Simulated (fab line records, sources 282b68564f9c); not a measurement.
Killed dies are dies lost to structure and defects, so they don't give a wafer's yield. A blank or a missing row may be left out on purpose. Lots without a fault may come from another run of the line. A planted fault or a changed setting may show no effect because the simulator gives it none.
Which tool did it? | flow rit_cmos | 14 lots, 42 wafers sampled, at 5 steps of a route of 202

WHAT THE GAUGES READ, wafer by wafer
RIT_ACTIVE_THK_MEAS_04. Usual: ACTIVE_NITRIDE_THK 150.4 nm, standard deviation 1.3.
lot  | measured    | on            | ACTIVE_NITRIDE_THK (nm) | flag
L471 | day 1 13:32 | film_metro-04 | 152.9 152.5 151.8       |
L472 | day 1 19:14 | film_metro-04 | 149.4 149.4 149.0       |
L473 | day 1 23:32 | film_metro-04 | 149.6 149.2 149.1       |
L474 | day 2 04:46 | film_metro-04 | 150.8 150.9 152.1       |
L475 | day 2 09:32 | film_metro-03 | 149.1 150.0 150.9       |
L476 | day 2 15:17 | film_metro-02 | 151.2 153.7 153.4       |
L477 | day 2 19:32 | film_metro-03 | 147.9 148.2 148.2       |
L479 | day 3 05:32 | film_metro-03 | 149.7 148.6 149.8       |
L480 | day 3 10:35 | film_metro-04 | 150.6 152.0 150.2       |
L485 | day 4 14:44 | film_metro-02 | 150.6 149.8 149.4       |
L488 | day 5 02:32 | film_metro-02 | 151.1 149.9 150.0       |
L492 | day 5 22:32 | film_metro-04 | 153.5 151.6 152.2       |
L493 | day 6 04:31 | film_metro-04 | 150.0 151.3 151.2       |
L494 | day 6 08:32 | film_metro-02 | 150.6 148.9 148.9       |

RIT_PRETRO_TW_MEAS_10. Usual: PRETRO_TW 479, standard deviation 7.6.
lot  | measured    | on            | PRETRO_TW   | flag
L471 | day 2 09:01 | film_metro-01 | 469 465 468 |
L472 | day 2 12:58 | film_metro-03 | 484 484 486 |
L473 | day 2 17:10 | film_metro-01 | 469 467 467 |
L474 | day 2 22:15 | film_metro-01 | 466 468 468 |
L475 | day 3 04:20 | film_metro-01 | 473 470 470 |
L476 | day 3 09:56 | film_metro-04 | 446 446 447 | OFF
L477 | day 3 14:32 | film_metro-04 | 480 477 479 |
L479 | day 3 23:15 | film_metro-04 | 481 482 480 |
L480 | day 4 04:10 | film_metro-01 | 436 434 434 | OFF
L485 | day 5 09:13 | film_metro-01 | 471 470 472 |
L488 | day 5 21:24 | film_metro-04 | 483 485 483 |
L492 | day 6 16:14 | film_metro-04 | 481 482 484 |
L493 | day 6 22:26 | film_metro-03 | 491 491 492 |
L494 | day 7 02:23 | film_metro-04 | 481 483 484 |

RIT_GATE_CD_MEAS_16: target cd 150 nm. Usual: cd_nm 150.0 nm, standard deviation 2.4.
lot  | measured    | on        | cd_nm (nm)        | flag
L471 | day 2 14:17 | cd_sem-02 | 150.7 154.3 152.7 |
L472 | day 2 18:21 | cd_sem-02 | 150.3 148.8 148.2 |
L473 | day 2 22:08 | cd_sem-01 | 147.3 145.4 143.9 |
L474 | day 3 03:46 | cd_sem-01 | 148.0 148.3 147.7 |
L475 | day 3 09:49 | cd_sem-01 | 148.3 147.1 149.7 |
L476 | day 3 14:41 | cd_sem-02 | 149.2 150.5 152.4 |
L477 | day 3 18:59 | cd_sem-02 | 152.8 150.2 149.1 |
L479 | day 4 04:05 | cd_sem-02 | 150.4 152.4 153.0 |
L480 | day 4 12:38 | cd_sem-02 | 148.6 148.8 150.5 |
L485 | day 5 15:10 | cd_sem-02 | 149.1 148.6 150.2 |
L488 | day 6 04:07 | cd_sem-01 | 146.0 147.6 147.5 |
L492 | day 6 23:06 | cd_sem-01 | 147.3 146.6 147.1 |
L493 | day 7 03:43 | cd_sem-01 | 152.1 152.7 152.8 |
L494 | day 7 08:02 | cd_sem-01 | 151.2 151.2 149.7 |

RIT_PLDD_OVL_MEAS_06. Usual: PLDD_OVL 1.0 nm, standard deviation 1.4.
lot  | measured    | on         | PLDD_OVL (nm)  | flag
L471 | day 2 20:19 | overlay-01 | 1.9 1.7 0.7    |
L472 | day 3 00:28 | overlay-02 | 0.7 -0.1 -1.1  |
L473 | day 3 04:21 | overlay-01 | -0.1 1.9 0.3   |
L474 | day 3 10:23 | overlay-02 | 1.3 -0.3 0.5   |
L475 | day 3 15:53 | overlay-01 | -1.8 0.9 -0.5  |
L476 | day 3 21:18 | overlay-01 | 0.3 2.2 0.9    |
L477 | day 4 01:09 | overlay-02 | 1.4 0.0 1.2    |
L479 | day 4 12:13 | overlay-01 | 1.3 1.4 1.8    |
L480 | day 4 18:42 | overlay-01 | 0.4 0.6 -0.6   |
L485 | day 5 22:56 | overlay-02 | 0.2 -1.2 -1.8  |
L488 | day 6 10:19 | overlay-01 | 0.5 -0.8 0.0   |
L492 | day 7 05:35 | overlay-02 | -0.2 2.3 -0.8  |
L493 | day 7 09:47 | overlay-02 | -1.0 -0.5 -0.1 |
L494 | day 7 14:22 | overlay-01 | 1.0 2.1 4.6    |

WHICH TOOL RAN EACH LOT (tool, then ch and the chambers of the sampled wafers, then the start)
lot  | RIT_PRETRO_IMPLANT_08
L471 | implanter-02 ch 0, day 2 08:42
L472 | implanter-04 ch 0, day 2 12:38
L473 | implanter-04 ch 0, day 2 16:50
L474 | implanter-04 ch 0, day 2 21:56
L475 | implanter-02 ch 0, day 3 04:02
L476 | implanter-04 ch 0, day 3 09:38
L477 | implanter-02 ch 0, day 3 14:13
L479 | implanter-02 ch 0, day 3 22:56
L480 | implanter-04 ch 0, day 4 03:52
L485 | implanter-01 ch 0, day 5 08:53
L488 | implanter-02 ch 0, day 5 21:05
L492 | implanter-02 ch 0, day 6 15:55
L493 | implanter-02 ch 0, day 6 22:07
L494 | implanter-04 ch 0, day 7 02:04
- RIT_PRETRO_IMPLANT_08

WHAT THE TOOLS THEMSELVES READ (means of the sampled wafers that have a number; where no wafer has one, the mark that the record gives instead)
RIT_PRETRO_IMPLANT_08. Usual: beam_on_s 10.00 s, standard deviation 0.2; dose_ions_cm2 1.1999e+13, standard deviation 1.2e+10; faraday_current_uA 38.1, standard deviation 0.75.
lot  | tool         | beam_on_s (s) | dose_ions_cm2 | faraday_current_uA | flag
L471 | implanter-02 | 9.89          | 1.1995e+13    | 38.4               |
L472 | implanter-04 | 10.05         | 1.2003e+13    | 37.9               |
L473 | implanter-04 | 9.89          | 1.2001e+13    | 38.4               |
L474 | implanter-04 | 10.10         | 1.2004e+13    | 37.7               |
L475 | implanter-02 | 9.98          | 1.1996e+13    | 38.3               |
L476 | implanter-04 | 9.96          | 9.3660e+12    | 29.8               | OFF
L477 | implanter-02 | 10.08         | 1.2005e+13    | 37.8               |
L479 | implanter-02 | 10.02         | 1.2001e+13    | 38.0               |
L480 | implanter-04 | 10.13         | 9.3630e+12    | 29.4               | OFF
L485 | implanter-01 | 10.04         | 1.1999e+13    | 37.8               |
L488 | implanter-02 | 9.91          | 1.2000e+13    | 38.4               |
L492 | implanter-02 | 9.90          | 1.1996e+13    | 38.5               |
L493 | implanter-02 | 9.93          | 1.2001e+13    | 38.3               |
L494 | implanter-04 | 10.26         | 1.2001e+13    | 37.1               |

THE ANSWER, worked out from the rows above alone
Rule: a lot is off if the mean of its wafers that have a number lies more than 3 standard deviations from the usual mean. A lot without any number at a reading at which 4 lots or more have one is off too. The other lots that the step has rows for count as sound. The gauges are gone through in route order, then the tools' own readings, and for those a lot's mean is taken as printed above. The first step at which some lot is off is used, and at that step the reading that is off furthest; a lot without a number counts as furthest.
Off: L476, L480, at RIT_PRETRO_TW_MEAS_10 (PRETRO_TW).
A tool fits if, at a process step before that reading, it ran every lot that is off, and no sound lot after the first of them. The gauges at RIT_PRETRO_TW_MEAS_10 aren't tried: what is off there is off at RIT_PRETRO_IMPLANT_08 too, on other tools, and a gauge's error can't cause that. None of those tried fits.

WHAT THE SIMULATOR HAD PUT IN
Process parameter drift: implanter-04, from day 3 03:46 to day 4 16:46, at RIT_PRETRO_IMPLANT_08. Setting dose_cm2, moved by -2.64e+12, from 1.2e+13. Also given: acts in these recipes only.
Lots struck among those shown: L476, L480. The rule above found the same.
